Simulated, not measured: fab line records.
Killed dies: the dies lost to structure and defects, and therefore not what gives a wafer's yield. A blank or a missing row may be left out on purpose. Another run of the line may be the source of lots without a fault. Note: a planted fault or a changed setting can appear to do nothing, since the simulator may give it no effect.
Which tool is to blame? ; flow berkeley_cmos170 ; Sampling: 13 lots, 39 wafers, 4 of 331 route steps

== WHAT THE GAUGES READ, wafer by wafer ==
UCB170_V2_CD_MEAS_12: target cd 700 nm.
lot;measured;on;cd_nm (nm)
L757;day 7 11:26;cd_sem-02;701.8 702.5 702.5
L758;day 7 23:13;cd_sem-02;698.2 698.4 698.5
L759;day 8 10:10;cd_sem-02;697.9 697.3 698.3
L760;day 8 22:46;cd_sem-01;701.9 701.7 701.6
L762;day 8 23:22;cd_sem-01;699.3 697.9 697.0
L761;day 8 23:51;cd_sem-02;699.5 699.2 699.7
L769;day 10 09:52;cd_sem-02;698.8 698.2 697.2
L770;day 10 22:28;cd_sem-02;698.5 698.8 698.0
L771;day 10 21:20;cd_sem-01;701.1 700.5 701.4
L773;day 11 16:07;cd_sem-01;700.0 697.7 699.5
L774;day 11 07:55;cd_sem-02;700.5 701.5 699.3
L777;day 11 15:49;cd_sem-01;703.1 702.3 702.7
L778;day 12 11:13;cd_sem-02;703.5 702.7 702.7

UCB170_M3_RS_MEAS_02: measurement is done with a four-point probe.
lot;measured;on;M3_AL_RS (ohm/sq)
L757;day 7 12:08;film_metro-02;0.0316 0.0324 0.0323
L758;day 7 23:59;film_metro-04;0.0319 0.0321 0.0316
L759;day 8 10:52;film_metro-04;0.0325 0.0324 0.0324
L760;day 8 23:28;film_metro-02;0.0328 0.0319 0.0324
L762;day 9 00:05;film_metro-03;0.0320 0.0319 0.0320
L761;day 9 00:34;film_metro-04;0.0320 0.0319 0.0321
L769;day 10 10:34;film_metro-02;0.0320 0.0316 0.0315
L770;day 10 23:10;film_metro-02;0.0322 0.0318 0.0323
L771;day 10 22:02;film_metro-02;0.0322 0.0323 0.0323
L773;day 11 16:49;film_metro-03;0.0319 0.0322 0.0319
L774;day 11 08:38;film_metro-04;0.0326 0.0319 0.0321
L777;day 11 16:32;film_metro-02;0.0319 0.0317 0.0318
L778;day 12 11:55;film_metro-03;0.0320 0.0323 0.0320

== TOOL THAT RAN EACH LOT (tool first, then ch and the chambers of the sampled wafers, then the start) ==
lot;UCB170_NWELL_WET_ETCH_18;UCB170_M2_STRIP_19
L757;wet_bench-01 ch 1, day 2 03:19;plasma_asher-04 ch 0,1, day 7 09:16
L758;wet_bench-02 ch 0, day 2 10:32;plasma_asher-03 ch 0,1, day 7 19:26
L759;wet_bench-02 ch 1, day 2 21:53;plasma_asher-04 ch 0,1, day 8 08:05
L760;wet_bench-01 ch 2, day 3 05:06;plasma_asher-03 ch 0,1, day 8 20:10
L762;wet_bench-02 ch 3, day 3 11:23;plasma_asher-04 ch 0,1, day 8 20:54
L761;wet_bench-03 ch 1, day 3 11:26;plasma_asher-01 ch 0,1, day 8 21:05
L769;wet_bench-03 ch 0, day 4 23:18;plasma_asher-01 ch 0,1, day 10 07:35
L770;wet_bench-02 ch 2, day 5 06:03;plasma_asher-01 ch 0,1, day 10 19:26
L771;wet_bench-01 ch 0, day 5 08:16;plasma_asher-03 ch 0,1, day 10 18:52
L773;wet_bench-01 ch 1, day 5 18:34;plasma_asher-01 ch 0,1, day 11 13:57
L774;wet_bench-01 ch 2, day 6 02:40;plasma_asher-03 ch 0, day 11 05:35
L777;wet_bench-01 ch 2, day 6 11:17;plasma_asher-03 ch 0,1, day 11 13:41
L778;wet_bench-01 ch 2, day 6 21:37;plasma_asher-01 ch 0,1, day 12 09:00
- UCB170_NWELL_WET_ETCH_18: etches Si3N4 in H3PO4, time 14400 s.
- UCB170_M2_STRIP_19: strips in O2.

== AS READ BY THE TOOLS THEMSELVES (means over the sampled wafers that have a number; for cases with no such wafer, the mark the record gives instead) ==
UCB170_M2_STRIP_19.
lot;tool;drypump_motor_current_A (A);oes_product_au (a.u.)
L757;plasma_asher-04;5.8;0.547
L758;plasma_asher-03;6.3;0.531
L759;plasma_asher-04;5.8;0.537
L760;plasma_asher-03;6.3;0.549
L762;plasma_asher-04;5.8;0.548
L761;plasma_asher-01;5.5;0.542
L769;plasma_asher-01;5.4;0.542
L770;plasma_asher-01;5.5;0.562
L771;plasma_asher-03;6.1;0.538
L773;plasma_asher-01;5.2;0.529
L774;plasma_asher-03;6.0;0.551
L777;plasma_asher-03;6.1;0.549
L778;plasma_asher-01;5.5;0.559

== THE ANSWER, worked out from the rows above alone ==
Rule: usual is defined by the lots themselves. The widest of any qualifying gaps counts: lots, ordered by their means at a reading, are off when they make up no more than a third of the lots, leave a main group of 4 or more, and stand apart from it by 3 or more times the standard deviation of that group's means. Not used: any main group whose means are identical at the precision the tables above print for the reading. Also off: a lot with no number at a reading for which 4 or more lots have one. Any other lot the step has rows for is counted as sound. First the gauges in route order, then the tools' own readings, where a lot's mean is used as printed above. At the first step where some lot is off, the reading lying furthest off is the one used; lots without a number count as furthest.
No lot is off at any reading shown: from this, nothing can be told.

== WHAT WAS PUT IN BY THE SIMULATOR ==
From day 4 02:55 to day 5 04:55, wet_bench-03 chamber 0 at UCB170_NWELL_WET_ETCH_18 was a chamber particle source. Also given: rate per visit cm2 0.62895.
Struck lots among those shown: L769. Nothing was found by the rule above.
